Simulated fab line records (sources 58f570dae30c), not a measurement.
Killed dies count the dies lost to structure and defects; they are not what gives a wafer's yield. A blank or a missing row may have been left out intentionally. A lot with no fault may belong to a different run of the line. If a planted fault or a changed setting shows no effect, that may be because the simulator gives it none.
fab line records	flow berkeleyCmos170
[record] lots = 7	wafers = 21	lastDay = 14
route steps=331 shown PWELL@44 WELLDRIVE@55
lots that met no fault: from a run of the same line without faults
startH: hours from the record's first day to the start of the lot's first wafer shown	waitH: hours from the lot's prior step to this one	" identical to the entry in the row above	L1.1+2: a row that stands for several wafers	- no value, or no start given	* or withheld: withheld	< > ~ a bound
route shown NAME@n: NAME is a module with steps in the file, n the number in the route of the first one	usual: the fault-free wafers' mean and standard deviation	same: alike in all rows	chamber/n: place in a boat	sites: per-site readings	_std_site: the values' standard deviation	_edge_site: inner sites' mean taken away from outer sites' mean	radiusMm: how far each site lies from the wafer's centre	mask NAME#n: copy n	behind: the tool/chamber that last shaped the wafer	hold: why the lot went on hold/how many hours it stayed there/how the hold came to an end	device: whichever transistor did not switch (one of n, p or np)	end of line: the tests these same wafers got at the end of their route	for a step that has no rows: nothing shown but its recipe	killed: the dies lost at the first sort to structure and to defects; this is not the yield of the wafer	map: a wafer's dies, x killed, . not, _ none there
set.NAME: the setting the step ran with; set.NAME@STEP: the setting that earlier step ran with	model.NAME: the simulator's own value behind a step, which no gauge read
lots seen at some steps along the route; tables by step, rows by wafer
services: the hour from which a tool's chamber was out of use, counted from the record's first day as startH (under 0 if before that day), plus the number of hours and why
[[steps]]
[step UCB170_PWELL_EXPOSE_10]
[recipe] maskId = PWELL	targetCdNm = 3000	na = 0.5	sigmaOuter = 0.6	sourceShape = conventional	doseMj = 19
[step UCB170_PWELL_PEB_11]
[recipe] pebTempC = 130	pebTimeS = withheld	resist = KrF
[step UCB170_PWELL_DEVELOP_12]
[recipe] developer = TMAH	developTimeS = 45	resist = KrF	devTempC = 21
[step UCB170_PWELL_OVL_MEAS_13]
[usual] PWELL_OVL = 1/4.4
lot.wafer	tool	chamber	startH	waitH	PWELL_OVL[nm]
L766.2	overlay-01	-	110.42	-	9
L766.3	"	-	"	"	-5
L766.4	"	-	"	"	5
L771.2	overlay-02	-	140.48	-	-3
L771.3	"	-	"	"	-3
L771.4	"	-	"	"	2
L774.2	overlay-01	-	148.54	-	-4
L774.4	"	-	"	"	-6
L774.6	"	-	"	"	0
L776.3	overlay-02	-	159.01	-	2
L776.4	"	-	"	"	6
L776.6	"	-	"	"	-1
L775.1	overlay-01	-	159.46	-	4
L775.5	"	-	"	"	5
L775.6	"	-	"	"	-1
L778.4	overlay-02	-	166.69	-	-2
L778.5	"	-	"	"	1
L778.6	"	-	"	"	-1
L779.2	overlay-01	-	173.95	-	-1
L779.3	"	-	"	"	-3
L779.6	"	-	"	"	2
[step UCB170_PWELL_ETCH_14]
[recipe] chemistry = CH3F/Ar/O2	target = Si3N4	stopOn = SiO2	CH3F_flow_sccm = 20	Ar_flow_sccm = 50	O2_flow_sccm = 7	pressureMtorr = 50	rfW = 450	targetDepthA = 2420	overEtchFrac = 0.1	timeS = 156.7
[usual] chamberPressureMTorr = 50.00/0.049	drypumpMotorCurrentA = 5.8/0.4	oesProductAu = 0.940/0.012	throttleValvePct = 7.98/0.11
[same] timeS = 156.7
lot.wafer	tool	chamber	startH	waitH	chamberPressureMTorr	drypumpMotorCurrentA	oesProductAu	rfHoursCounterH	throttleValvePct
L766.2	rieDiel-03	1	110.45	0.0	50.10	6.3	0.947	17	8.17
L766.3	"	2	"	"	50.02	5.8	0.934	151	8.21
L766.4	"	0	"	"	49.98	5.2	0.935	4	7.86
L771.2	rieDiel-04	3	140.51	0.0	50.01	5.5	0.945	3	8.05
L771.3	"	3	"	"	50.07	5.5	0.951	-	8.06
L771.4	"	1	"	"	50.01	5.6	0.938	-	7.95
L774.2	rieDiel-01	1	148.57	0.0	49.96	6.0	0.928	12	7.90
L774.4	"	0	"	"	50.00	6.2	0.938	152	7.99
L774.6	"	2	"	"	50.04	4.9	0.961	-	7.82
L776.3	rieDiel-01	3	159.04	0.0	50.00	5.8	0.921	36	7.93
L776.4	"	0	"	"	50.06	6.2	0.934	152	7.98
L776.6	"	0	"	"	50.00	6.2	0.926	-	7.99
L775.1	rieDiel-04	2	159.50	0.0	50.03	5.8	0.961	0	8.09
L775.5	"	1	"	"	50.00	5.6	0.932	-	7.96
L775.6	"	0	"	"	50.02	6.1	0.930	-	7.92
L778.4	rieDiel-03	0	166.75	0.1	50.08	5.2	0.929	-	7.83
L778.5	"	1	"	"	50.00	6.3	0.948	-	8.18
L778.6	"	3	"	"	50.02	5.5	0.958	-	7.99
L779.2	rieDiel-04	1	173.98	0.0	49.97	5.6	0.932	108	7.95
L779.3	"	3	"	"	49.92	5.5	0.938	4	8.05
L779.6	"	1	"	"	50.06	5.6	0.933	-	7.93
[step UCB170_PWELL_IMPLANT_15]
[recipe] species = B	doseCm2 = 5e+12	energyKev = 60	tiltDeg = 7
[step UCB170_PWELL_STRIP_16]
[recipe] chemistry = O2	powerW = 400	pressureMtorr = 3500	platenTempC = withheld	o2FlowSccm = 400	overashFraction = 0.5
[usual] chamberPressureMTorr = 3500/3.2	drypumpMotorCurrentA = 5.6/0.3	o2FlowSccm = 400.0/1.3	oesProductAu = 0.721/0.0045	stripTimeToEndpointS = 17.95/0.099
lot.wafer	tool	chamber	startH	waitH	chamberPressureMTorr	drypumpMotorCurrentA	o2FlowSccm	oesProductAu	rfHoursCounterH	stripTimeToEndpointS
L766.2	plasmaAsher-01	1	110.70	0.1	3506	5.4	397.5	0.705	32	17.90
L766.3	"	0	"	"	3497	6.0	400.5	0.731	-	17.82
L766.4	"	1	"	"	3503	5.4	396.8	0.722	-	18.03
L771.2	plasmaAsher-03	0	140.81	0.1	3498	5.2	397.6	0.722	2	17.98
L771.3	"	1	"	"	3499	5.6	398.6	0.723	-	18.04
L771.4	"	0	"	"	3498	5.2	397.9	0.720	-	17.84
L774.2	plasmaAsher-03	1	148.83	0.1	3497	5.6	401.1	0.732	3	17.96
L774.4	"	1	"	"	3497	5.6	400.6	0.714	-	17.88
L774.6	"	1	"	"	3500	5.6	400.8	0.721	-	17.98
L776.3	plasmaAsher-01	1	159.32	0.1	3499	5.4	401.0	0.721	-	18.04
L776.4	"	0	"	"	3503	6.1	400.7	0.722	-	17.90
L776.6	"	1	"	"	3498	5.4	401.3	0.718	-	17.92
L775.1	plasmaAsher-02	1	159.75	0.1	3495	5.3	399.9	0.716	46	17.98
L775.5	"	1	"	"	3502	5.3	399.2	0.711	-	17.85
L775.6	"	0	"	"	3494	5.8	401.5	0.725	-	17.75
L778.4	plasmaAsher-03	1	166.99	0.1	3498	5.6	399.7	0.717	-	18.14
L778.5	"	1	"	"	3498	5.6	399.7	0.720	-	17.91
L778.6	"	0	"	"	3498	5.3	401.2	0.715	-	18.08
L779.2	plasmaAsher-03	0	174.23	0.1	3501	5.2	400.3	0.715	6	17.89
L779.3	"	0	"	"	3500	5.2	401.6	0.721	-	17.93
L779.6	"	1	"	"	3502	5.6	401.0	0.718	-	17.91
[step UCB170_PWELL_TW_MEAS_17]
[usual] PWELL_TW = 376.4/2.1
lot.wafer	tool	chamber	startH	waitH	PWELL_TW
L766.2	filmMetro-04	-	110.81	0.1	378.0
L766.3	"	-	"	"	378.8
L766.4	"	-	"	"	379.3
L771.2	filmMetro-03	-	140.92	0.1	376.5
L771.3	"	-	"	"	376.4
L771.4	"	-	"	"	373.8
L774.2	filmMetro-03	-	148.94	0.1	375.0
L774.4	"	-	"	"	372.6
L774.6	"	-	"	"	373.0
L776.3	filmMetro-03	-	159.41	0.1	373.0
L776.4	"	-	"	"	375.3
L776.6	"	-	"	"	374.3
L775.1	filmMetro-03	-	159.89	0.1	374.5
L775.5	"	-	"	"	373.2
L775.6	"	-	"	"	373.0
L778.4	filmMetro-02	-	167.08	0.1	375.0
L778.5	"	-	"	"	377.3
L778.6	"	-	"	"	375.4
L779.2	filmMetro-04	-	174.34	0.1	379.0
L779.3	"	-	"	"	375.7
L779.6	"	-	"	"	378.5
[step UCB170_PWELL_CLEAN_18]
[recipe] chemistry = SPM	tempC = 120	timeS = 600
[step UCB170_PWELL_WET_ETCH_19]
[recipe] chemistry = H3PO4	target = Si3N4	tempC = 160	timeS = 14400
[step UCB170_PWELL_WET_ETCH_20]
[recipe] chemistry = BOE	dilution = 5:1	target = SiO2	tempC = 25	timeS = 22
[step UCB170_WELLDRIVE_CLEAN_00]
[recipe] chemistry = SPM	tempC = 120	timeS = 600
[step UCB170_WELLDRIVE_OXIDATION_01]
[recipe] tempC = 1100	ambient = O2	targetThkA = 1990	oxTimeS = 9000
[usual] oxTempC = 1100.1/0.42	oxTempCMax = 1107.0/1.4	spikeTcCentreC = 1102.4/1	spikeTcLoadC = 1126.5/1	spikeTcSourceC = 1130.3/1.2
lot.wafer	tool	chamber	startH	waitH	oxTempC	oxTempCMax	spikeTcCentreC	spikeTcLoadC	spikeTcSourceC
L766.2	furnace-04	0	123.63	7.4	1100.2	1105.2	1101.8	1127.2	1131.6
L766.3	"	0	"	"	1100.2	1106.8	1101.4	1126.9	1130.4
L766.4	"	0	"	"	1099.9	1105.7	1102.4	1125.7	1131.8
L771.2	furnace-02	0	149.82	2.2	1100.7	1108.3	1102.2	1125.7	1129.6
L771.3	"	0	"	"	1100.0	1106.5	1101.0	1125.7	1130.3
L771.4	"	0	"	"	1100.3	1105.8	1102.5	1125.8	1129.8
L774.2	furnace-02	-	157.57	4.2	-	-	-	-	-
L774.4	"	-	"	"	-	-	-	-	-
L774.6	"	-	"	"	-	-	-	-	-
L775.1	furnace-01	-	167.54	3.2	-	-	-	-	-
L775.5	"	-	"	"	-	-	-	-	-
L775.6	"	-	"	"	-	-	-	-	-
L776.3	furnace-01	-	167.54	3.5	-	-	-	-	-
L776.4	"	-	"	"	-	-	-	-	-
L776.6	"	-	"	"	-	-	-	-	-
L778.4	furnace-01	0	176.87	4.8	1100.0	1106.5	1102.5	1127.7	1127.4
L778.5	"	0	"	"	1099.7	1106.9	1101.1	1126.0	1130.6
L778.6	"	0	"	"	1099.8	1106.8	1101.9	1127.5	1131.4
L779.2	furnace-02	0	185.01	3.9	1100.1	1107.5	1102.1	1127.2	1127.2
L779.3	"	0	"	"	1099.6	1108.2	1103.3	1126.2	1130.2
L779.6	"	0	"	"	1100.0	1107.3	1102.5	1125.3	1129.6
[step UCB170_WELLDRIVE_ANNEAL_03]
[recipe] tempC = 1100	timeS = 900	ambient = N2
[[services]]
tool	chamber	startH	hours	kind
rieDiel-04	2	92.58	6.4	repair
plasmaAsher-03	-	93.85	8.6	repair
plasmaAsher-03	-	108.75	9.0	pm
plasmaAsher-03	0	108.75	9.0	ventCycle
plasmaAsher-03	1	108.75	9.0	ventCycle
furnace-01	-	110.78	9.8	pm
plasmaAsher-03	0	117.75	-	clean
plasmaAsher-03	1	117.75	-	clean
rieDiel-01	-	120.99	2.3	repair
rieDiel-04	2	123.35	-	clean
rieDiel-04	2	123.35	26.3	scheduledDown
rieDiel-04	2	123.35	26.3	ventCycle
furnace-01	-	127.38	4.3	pm
rieDiel-04	0	130.10	12.0	repair
plasmaAsher-03	-	148.96	0.4	repair
rieDiel-03	-	152.39	1.2	repair
rieDiel-03	2	166.31	-	clean
rieDiel-03	2	166.31	28.7	scheduledDown
rieDiel-03	2	166.31	28.7	ventCycle
rieDiel-01	0	172.65	-	clean
rieDiel-03	3	172.67	4.9	repair
furnace-02	-	175.35	2.7	pm
rieDiel-01	3	176.95	17.2	repair
rieDiel-04	0	179.32	10.0	repair
[[key]]
[firstSign] step = UCB170_WELLDRIVE_OXIDATION_01	reading = toolRecord	direction = missing
effect none on later readings
metAt UCB170_WELLDRIVE_OXIDATION_01
struckWafers L774.2,L774.4,L774.6,L775.1,L775.5,L775.6,L776.3,L776.4,L776.6
laterRowsLeftOut L774.2,L774.4,L774.6,L775.1,L775.5,L775.6,L776.3,L776.4,L776.6
sortLeftOut L774.2,L774.4,L774.6,L775.1,L775.5,L775.6,L776.3,L776.4,L776.6
testerLeftOut L774,L775,L776
onsetBetween 149.82 157.57
[fault] kind = skippedStepWhole	tool = furnace-01,furnace-02	chamber = -	onsetH = 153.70	steps = UCB170_WELLDRIVE_OXIDATION_01	scope = struckLotsOnly
// testerLeftOut: of these lots the tester's yield and bins aren't shown, on N5 and GAA mostly nor the transistor test; their killed dies are dies lost to structure and defects alone, not to doping, threshold or leakage, so they don't give the yield
// sortLeftOut: the simulated sort isn't trusted on such a fault, so these wafers' sort isn't shown, and their yield isn't known
// laterRowsLeftOut: the simulator's readings of these wafers behind a module that went badly wrong aren't trusted and aren't shown, but for the sort
